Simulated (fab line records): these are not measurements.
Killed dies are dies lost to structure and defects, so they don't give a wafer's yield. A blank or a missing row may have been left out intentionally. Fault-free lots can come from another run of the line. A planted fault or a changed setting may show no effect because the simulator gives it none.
A struck lot beside a sound one ; flow rit-cmos ; 21 out of 202 route steps
Sound: wafers L539.1, L539.4, L539.5. Wafers L551.1, L551.2, L551.3 were the ones struck. The cause comes at the end.
At each step with rows: each side's tool, then ch and its chambers, then its first start. Under that, the readings that differ: sound wafers ; struck wafers ; difference of the means ; sigmas: that difference in standard deviations of wafers without a fault.
alike: a reading whose means differ by less than 2 such deviations, as well as words and numbers matching on both sides. not compared: withheld readings; readings where some wafer has no value; bounds like >300 that might hide an equal value; numbers whose values overlap and for which the record gives no deviation.
A row with sigmas, a row that says differs or no value, or rows on one side alone: a step with any of these is where the two part. Numbers that have no deviation but don't overlap get no sigmas and don't part them. A reading missing from all wafers of one side parts the sides only when that side holds two or more wafers.

RIT_PLDD_OVL_MEAS_06:
  sound: overlay-02 at day 3 07:10; struck: overlay-01 at day 5 17:44
  alike: PLDD_OVL
then, 2 steps without rows for these wafers: RIT_PLDD_HARDBAKE_07 (time 60 s); RIT_PLDD_IMPLANT_08.
RIT_PLDD_STRIP_09: strips in O2, time 180 s.
  sound on plasma-asher-02 ch 0,1, day 3 07:30; struck on plasma-asher-02 ch 0,1, day 5 18:04
  alike: drypump-motor-current-A
  not compared: rf-hours-counter-h
RIT_PLDD_TW_MEAS_10:
  sound: film-metro-03 at day 3 07:41; struck: film-metro-02 at day 5 18:14
  alike: PLDD_TW
then, 4 steps without rows for these wafers: RIT_SPACER_CLEAN_00 (cleans in SC1, time 600 s); RIT_SPACER_CLEAN_01 (cleans in dHF, time 30 s); RIT_SPACER_CLEAN_02 (cleans in SC2, time 600 s); RIT_SPACER_CVD_03 (deposits Si3N4 from SiH2Cl2/NH3, target thk 250 nm, time 3300 s).
RIT_SPACER_THK_MEAS_04:
  sound: film-metro-04 at day 3 10:06; struck: film-metro-02 at day 5 20:37
  alike: SPACER_NITRIDE_THK
RIT_SPACER_ETCHBACK_05: etches Si3N4 in SF6/CHF3, stops on SiO2, target depth 250 nm, time 240 s.
  sound on rie-diel-01 ch 1,3, day 3 10:10; struck on rie-diel-01 ch 1,2,3, day 5 20:41
  alike: drypump-motor-current-A, oes-product-au, throttle-valve-pct
  not compared: rf-hours-counter-h
then, 1 step without rows for these wafers: RIT_NSD_HMDS_00 (prime time 60 s).
RIT_NSD_COAT_01: resist thk 1000 nm.
  sound on litho-track-01 ch 0, day 3 10:37; struck on litho-track-01 ch 0, day 5 20:59
reading;sound;struck;difference;sigmas
spin-speed-rpm (rpm);3252.0 3250.0 3245.8;3372.8 3371.7 3373.5;+123.4;+59
model.NOVOLAK_of_NSD_COAT_01.thk-nm (nm);994.3 999.8 996.9;982.2 982.2 981.4;-15.1;
then, 4 steps without rows for these wafers: RIT_NSD_SOFTBAKE_02 (time 60 s); RIT_NSD_EXPOSE_03 (exposes mask M9, target cd 40700 nm); RIT_NSD_PEB_04; RIT_NSD_DEVELOP_05 (develop time 50 s).
RIT_NSD_OVL_MEAS_06:
  sound: overlay-02 at day 3 11:27; struck: overlay-02 at day 5 21:52
  alike: NSD_OVL
RIT_NSD_HARDBAKE_07: time 60 s.
  sound on litho-track-02 ch 0, day 3 11:29; struck on litho-track-01 ch 0, day 5 21:55
reading;sound;struck;difference;sigmas
model.NOVOLAK_of_NSD_COAT_01.thk-nm (nm);878.8 883.6 881;868.1 868.2 867.5;-13.2;
  alike: heater-power-total-W
after that, 1 step had no rows for these wafers: RIT_NSD_IMPLANT_08.
RIT_M1_PROBE_99:
  sound: prober-02 at day 4 00:51; struck: prober-02 at day 6 08:26
  alike: killed-at-contacts, killed-at-front-end, killed-dies, killed-on-rim, killed-open, killed-short

== WHERE THEY PART ==
RIT_NSD_COAT_01 only, going by this record. Later steps at which nothing parts them and some readings are alike: RIT_NSD_OVL_MEAS_06, RIT_NSD_HARDBAKE_07, RIT_M1_PROBE_99.

WHY: what the simulator had put in
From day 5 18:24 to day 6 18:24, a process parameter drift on litho-track-01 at RIT_NSD_COAT_01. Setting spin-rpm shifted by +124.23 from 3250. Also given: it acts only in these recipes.
